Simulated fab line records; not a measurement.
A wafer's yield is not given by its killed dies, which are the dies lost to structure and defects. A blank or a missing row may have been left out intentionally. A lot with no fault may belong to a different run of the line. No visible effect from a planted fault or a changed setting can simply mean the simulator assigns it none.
Chamber matching | flow berkeley-cmos170 | rie-diel-02 running UCB170_M1_ETCH_11: 4 sister chambers
The step etches BARC in N2/H2. 8 wafers are shown with their chamber, then 7 later ones without.

## WAFERS, EACH WITH ITS CHAMBER
wafer  | chamber | drypump-motor-current-A (A) | throttle-valve-pct (%)
L894.3 | 2       | 5.6                         | 13.45
L897.1 | 3       | 6.0                         | 13.03
L897.3 | 1       | 6.5                         | 13.12
L897.4 | 2       | 5.5                         | 13.45
L908.3 | 1       | 6.5                         | 13.10
L908.6 | 0       | 6.4                         | 13.26
L909.1 | 3       | 6.0                         | 13.02
L909.5 | 0       | 6.4                         | 13.26

## WAFERS WITH NO CHAMBER GIVEN
wafer  | drypump-motor-current-A (A) | throttle-valve-pct (%)
L909.6 | 6.5                         | 13.10
L910.2 | 6.0                         | 13.03
L910.3 | 6.4                         | 13.24
L910.6 | 6.5                         | 13.24
L915.1 | 5.5                         | 13.47
L915.2 | 6.5                         | 13.25
L915.4 | 6.5                         | 13.11

## WHICH CHAMBER EACH WENT THROUGH
wafer  | from the rows above | in truth
L909.6 | 1                   | 1
L910.2 | 3                   | 3
L910.3 | 0                   | 0
L910.6 | 0                   | 0
L915.1 | 2                   | 2
L915.2 | 0                   | 0
L915.4 | 1                   | 1
Correct placement for 7 of the 7. Not placeable from these rows: 0. Wrongly placed: 0.
How it was worked out, from the rows above alone: a wafer's distance from a chamber is the root of the sum, over the readings, of the square of ((its reading less the chamber's mean) divided by the reading's scatter). If the next closest chamber is less than 2 further off than the closest, the wafer can't be placed; otherwise it belongs to the closest. For every chamber, the mean is computed from those of its wafers that are shown. How the scatter is found: for the shown wafers, subtract from each reading the mean of its chamber, square and add these, divide the total by (wafers less chambers), then take the root.
